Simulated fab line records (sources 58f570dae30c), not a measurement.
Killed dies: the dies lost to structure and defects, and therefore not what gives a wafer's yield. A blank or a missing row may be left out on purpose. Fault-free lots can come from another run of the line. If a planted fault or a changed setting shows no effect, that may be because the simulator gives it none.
A struck lot beside a sound one    flow berkeley-cmos170    44 steps out of a route of 331
Sound: these wafers, L342.1, L342.3, L342.6. Wafers L331.2, L331.3, L331.6 were the ones struck. The cause is named last.
At each step with rows: each side's tool, then ch and its chambers, then its first start. Under that, the readings that differ: sound wafers    struck wafers    difference of the means    sigmas: that difference in standard deviations of wafers without a fault.
alike: readings with means less than 2 such deviations apart, plus words and numbers identical on both sides. not compared: withheld readings, readings lacking a value on some wafer, bounds such as >300 that could conceal the same value, and numbers that have no deviation in the record and whose values overlap.
Wherever a step has rows on one side only, a row that says differs or no value, or a row with sigmas, the two part there. When numbers do not overlap yet have no deviation, they are printed without sigmas and do not part them. Lack of a reading on every wafer of one side parts them only where that side has two or more wafers.

first, 3 steps without rows for these wafers: UCB170_PVT_EXPOSE_03 (exposes mask NWELL, target cd 3000 nm); UCB170_PVT_PEB_04; UCB170_PVT_DEVELOP_05 (develop time 45 s).
UCB170_PVT_OVL_MEAS_06:
  sound on overlay-02 at day 9 18:11; struck on overlay-01 at day 7 14:08
  alike: PVT_OVL
following that, these wafers have no rows for 1 step: UCB170_PVT_IMPLANT_07.
UCB170_PVT_STRIP_08: strips in O2.
  sound on plasma-asher-03 ch 0, day 9 18:22; struck on plasma-asher-03 ch 1, day 7 14:19
reading                      sound        struck       difference  sigmas
drypump-motor-current-A (A)  6.1 6.1 6.2  5.4 5.4 5.4  -0.7        -2
  alike: o2-flow-sccm, oes-product-au, strip-time-to-endpoint-s
  not compared: rf-hours-counter-h
UCB170_PVT_TW_MEAS_09:
  sound on film-metro-01 at day 9 18:28; struck on film-metro-01 at day 7 14:26
  alike: PVT_TW
then, 1 step without rows for these wafers: UCB170_GATE_WET_ETCH_00 (etches SiO2 in dHF, time 200 s).
UCB170_FIELD_THK_MEAS_91:
  sound on film-metro-02 at day 9 19:59; struck on film-metro-04 at day 7 14:34
reading                      sound        struck       difference  sigmas
FIELD_OXIDE_LEFT_2_THK (nm)  344 350 356  321 323 325  -27         -2
then, 1 step without rows for these wafers: UCB170_GATE_OXIDATION_01 (target thk 6.6 nm, ox time 1800 s).
UCB170_GATE_THK_MEAS_02:
  sound on film-metro-02 at day 10 00:46; struck on film-metro-02 at day 7 18:46
  alike: GATE_OXIDE_THK
then, 1 step without rows for these wafers: UCB170_GATE_ANNEAL_03 (time 1800 s).
UCB170_GATE_CVD_04: deposits poly-Si from SiH4, time 1440 s, target thk 214 nm.
  sound on lpcvd-02 ch 1, day 10 05:55; struck on lpcvd-01 ch 0, day 7 22:56
reading                                   sound            struck           difference  sigmas
model.poly-Si_of_GATE_CVD_04.thk-nm (nm)  211.7 211 210.2  173.1 172 172.9  -38.3       
UCB170_GATE_THK_MEAS_05:
  sound on film-metro-02 at day 10 07:22; struck on film-metro-03 at day 8 00:25
reading             sound              struck             difference  sigmas
GATE_POLY_THK (nm)  211.7 210.9 210.2  173.2 171.9 173.0  -38.2       -18
then, 6 steps without rows for these wafers: UCB170_GATE_COAT_06; UCB170_GATE_COAT_07 (resist thk 900 nm); UCB170_GATE_SOFTBAKE_08 (time 60 s); UCB170_GATE_EXPOSE_09 (exposes mask POLY, target cd 350 nm); UCB170_GATE_PEB_10; UCB170_GATE_DEVELOP_11 (develop time 45 s).
UCB170_GATE_CD_MEAS_12: the cd target is 350 nm.
  sound on cd-sem-01 at day 10 08:40; struck on cd-sem-02 at day 8 04:07
  alike: cd-nm
UCB170_GATE_OVL_MEAS_13:
  sound on overlay-02 at day 10 08:47; struck on overlay-01 at day 8 04:13
  alike: GATE_OVL
UCB170_GATE_ETCH_14: etches BARC in N2/H2.
  sound on rie-diel-02 ch 0,1,3, day 10 08:49; struck on rie-diel-01 ch 0,2,3, day 8 04:15
  alike: drypump-motor-current-A, n2-flow-sccm, oes-product-au, throttle-valve-pct
UCB170_GATE_ETCH_15: etches poly-Si in HBr/Cl2, stops on SiO2, time 56.3 s, target depth 278.2 nm.
  sound on rie-si-01 ch 0,2,3, day 10 08:52; struck on rie-si-02 ch 1,2,3, day 8 04:17
reading                           sound              struck             difference  sigmas
oes-product-au (a.u.)             0.820 0.817 0.800  0.721 0.716 0.729  -0.090      -5
model.etch.depth-nm (nm)          211.7 211 210.2    173.1 172 172.9    -38.3       
model.GATE.feature-depth-nm (nm)  211.7 211 210.2    173.1 172 172.9    -38.3       
  alike: drypump-motor-current-A, throttle-valve-pct
  not compared: rf-hours-counter-h
UCB170_GATE_STRIP_16: strips in O2.
  sound on plasma-asher-01 ch 0,1, day 10 08:55; struck on plasma-asher-02 ch 1, day 8 04:20
  alike: drypump-motor-current-A, o2-flow-sccm, oes-product-au
  not compared: rf-hours-counter-h
UCB170_GATE_CD_MEAS_90: the cd target is 350 nm.
  sound on cd-sem-02 at day 10 09:01; struck on cd-sem-02 at day 8 05:04
  alike: cd-nm
then, 7 steps without rows for these wafers: UCB170_GATE_CLEAN_17 (cleans in SPM, time 600 s); UCB170_PLDD_HMDS_00 (prime time 60 s); UCB170_PLDD_COAT_01 (resist thk 900 nm); UCB170_PLDD_SOFTBAKE_02 (time 60 s); UCB170_PLDD_EXPOSE_03 (exposes mask PSELECT, target cd 1200 nm); UCB170_PLDD_PEB_04; UCB170_PLDD_DEVELOP_05 (develop time 45 s).
UCB170_PLDD_CD_MEAS_06: the cd target is 1200 nm.
  sound on cd-sem-01 at day 10 10:56; struck on cd-sem-02 at day 8 06:53
  alike: cd-nm
UCB170_PLDD_OVL_MEAS_07:
  sound on overlay-02 at day 10 11:03; struck on overlay-02 at day 8 06:59
  alike: PLDD_OVL
then, 2 steps without rows for these wafers: UCB170_PLDD_IMPLANT_08; UCB170_PLDD_IMPLANT_09.
UCB170_PLDD_STRIP_10: strips in O2.
  sound on plasma-asher-01 ch 0,1, day 10 11:23; struck on plasma-asher-01 ch 0,1, day 8 07:19
  alike: drypump-motor-current-A, o2-flow-sccm, oes-product-au, strip-time-to-endpoint-s
  not compared: rf-hours-counter-h
UCB170_PLDD_TW_MEAS_11:
  sound on film-metro-02 at day 10 11:29; struck on film-metro-02 at day 8 07:26
  alike: PLDD_TW
then, 3 steps without rows for these wafers: UCB170_PLDD_CLEAN_12 (cleans in SPM, time 600 s); UCB170_NLDD_HMDS_00 (prime time 60 s); UCB170_NLDD_COAT_01 (resist thk 900 nm).
UCB170_SILICIDE_PRE_CLEAN_00: preclean etch time 60 s.
  sound on pvd-sputter-02 at day 11 02:58; struck on pvd-sputter-03 at day 9 00:14
reading                                   sound              struck             difference  sigmas
model.poly-Si_of_GATE_CVD_04.thk-nm (nm)  204.8 204.2 203.4  166.3 165.2 166.1  -38.3       
UCB170_M3_PROBE_99:
  the record has rows for the sound wafers here (prober-01, day 11 23:33) and none for the struck ones

## WHERE THEY PART
Earliest at UCB170_PVT_STRIP_08; latest, in this record, at UCB170_M3_PROBE_99.

WHY: the cause the simulator had injected
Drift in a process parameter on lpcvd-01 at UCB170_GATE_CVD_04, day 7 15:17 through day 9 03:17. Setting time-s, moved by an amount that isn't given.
